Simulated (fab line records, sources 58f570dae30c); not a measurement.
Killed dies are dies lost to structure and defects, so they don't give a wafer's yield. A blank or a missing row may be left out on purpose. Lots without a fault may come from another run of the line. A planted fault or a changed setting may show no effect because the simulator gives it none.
Which tool did it? | flow berkeley_cmos170 | 7 lots, 21 wafers sampled, at 2 steps of a route of 331

WHAT THE GAUGES READ, wafer by wafer
UCB170_V1_CD_MEAS_90: target cd 700 nm.
lot  | measured     | on        | cd_nm (nm)
L779 | day 8 03:41  | cd_sem-02 | 700.5 698.7 701.8
L781 | day 9 01:46  | cd_sem-02 | 701.3 697.4 700.3
L783 | day 9 02:05  | cd_sem-01 | 699.4 699.0 699.0
L790 | day 9 19:27  | cd_sem-02 | 696.0 697.4 696.9
L786 | day 9 21:49  | cd_sem-02 | - - -
L797 | day 11 11:49 | cd_sem-02 | 698.3 696.8 699.8
L799 | day 12 01:08 | cd_sem-02 | 699.0 699.6 699.7

WHICH TOOL RAN EACH LOT (tool, then ch and the chambers of the sampled wafers, then the start)
lot  | UCB170_V1_CVD_00
L779 | pecvd-01 ch 1,2, day 8 00:38
L781 | pecvd-01 ch 1,2, day 8 22:20
L783 | pecvd-04 ch 0,1,2, day 8 22:20
L790 | pecvd-01 ch 1,2, day 9 15:08
L786 | pecvd-01 ch 0,1,2, day 9 17:41
L797 | pecvd-01 ch 1,2, day 11 08:08
L799 | pecvd-02 ch 1,2, day 11 22:52
- UCB170_V1_CVD_00: deposits SiO2 from TEOS/O2, target thk 2000 nm, time 250 s.

THE ANSWER, worked out from the rows above alone
Rule: what is usual is taken from the lots themselves. Put in order of their means at a reading, lots are off if they are a third of the lots or fewer, leave a main group of 4 or more, and stand apart from it by a gap of 3 or more times the standard deviation of the main group's means; of several such gaps the widest counts. A main group whose means are all the same, to the digits that the tables above print for the reading, isn't used. A lot without any number at a reading at which 4 lots or more have one is off too. The other lots that the step has rows for count as sound.
Off: L786, at UCB170_V1_CD_MEAS_90 (cd_nm). Without a number there: L786. The main group: mean 698.9 nm, standard deviation 1.1.
A tool fits if, at a process step before that reading, it ran every lot that is off, and no sound lot after the first of them. The gauges at UCB170_V1_CD_MEAS_90 are tried like those tools. None of those tried fits.

WHAT THE SIMULATOR HAD PUT IN
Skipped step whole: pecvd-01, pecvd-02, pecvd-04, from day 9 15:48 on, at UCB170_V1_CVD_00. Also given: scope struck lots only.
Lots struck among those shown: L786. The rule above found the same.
